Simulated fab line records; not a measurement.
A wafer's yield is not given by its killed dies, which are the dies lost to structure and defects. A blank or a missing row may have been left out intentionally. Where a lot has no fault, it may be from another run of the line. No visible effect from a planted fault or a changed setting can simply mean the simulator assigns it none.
A lot that was struck, set against a sound lot | flow rit cmos | 14 out of 202 route steps
Sound: the wafers L771.1, L771.2, L771.5. Wafers struck: L780.1, L780.3, L780.6. Last of all comes the cause.
Per side, at each step with rows, come the tool, then ch with its chambers, and then its first start. Under that, the readings that differ: sound wafers | struck wafers | difference of the means | sigmas: that difference in standard deviations of wafers without a fault.
alike: a reading whose means differ by less than 2 such deviations, as well as words and numbers matching on both sides. not compared: withheld readings; readings where some wafer has no value; bounds like >300 that might hide an equal value; numbers whose values overlap and for which the record gives no deviation.
Wherever a step has rows on one side only, a row that says differs or no value, or a row with sigmas, the two part there. Non-overlapping numbers with no deviation appear without sigmas and do not part them. A reading that every wafer of one side lacks parts them only if that side has two wafers or more.

first, 1 step without rows for these wafers: RIT_PWELL_DEVELOP_05 (develop time 68 s).
RIT_PWELL_OVL_MEAS_06:
  struck on overlay-02, day 5 06:39; sound on overlay-02, day 3 05:58
  alike: PWELL_OVL
then, 2 steps without rows for these wafers: RIT_PWELL_HARDBAKE_07 (time 120 s); RIT_PWELL_IMPLANT_08.
RIT_PWELL_STRIP_09: strips in O2, time 180 s.
  sound on plasma asher-02 ch 0,1, day 3 06:24; struck on plasma asher-03 ch 0,1, day 5 07:05
  alike: drypump motor current A
  not compared: rf hours counter h
RIT_PWELL_TW_MEAS_10:
  struck on film metro-02, day 5 07:16; sound on film metro-04, day 3 06:34
  reading  | sound       | struck      | difference | sigmas
  PWELL_TW | 923 918 924 | 966 962 966 | +43        | +3
then, 1 step without rows for these wafers: RIT_WELLDRIVE_ANNEAL_00 (time 14700 s).
RIT_WELLDRIVE_RS_MEAS_01: a four-point-probe measurement.
  struck on film metro-04, day 5 14:10; sound on film metro-03, day 3 12:22
  alike: NWELL_RS
RIT_WELLDRIVE_RS_MEAS_02: a four-point-probe measurement.
  struck on film metro-04, day 5 14:17; sound on film metro-03, day 3 12:29
  alike: PWELL_RS
then, 3 steps without rows for these wafers: RIT_NRETRO_HMDS_00 (prime time 60 s); RIT_NRETRO_COAT_01 (resist thk 1300 nm); RIT_NRETRO_SOFTBAKE_02 (time 60 s).
RIT_NRETRO_EXPOSE_03: exposes mask M4, target cd 43900 nm.
  sound on iline stepper-01 ch 0, day 3 13:03; struck on iline stepper-01, day 5 14:59
  no value came back on the struck wafers for exposure dose mJ cm2, focus offset nm (nm); on the sound wafers exposure dose mJ cm2 reads 249.55 250.08 250.09
  alike: mask
following that, these wafers have no rows for 1 step: RIT_NRETRO_PEB_04.

== WHERE THEY PART ==
At RIT_PWELL_TW_MEAS_10 first; at RIT_NRETRO_EXPOSE_03 last (within this record only).

WHY: the cause the simulator had injected
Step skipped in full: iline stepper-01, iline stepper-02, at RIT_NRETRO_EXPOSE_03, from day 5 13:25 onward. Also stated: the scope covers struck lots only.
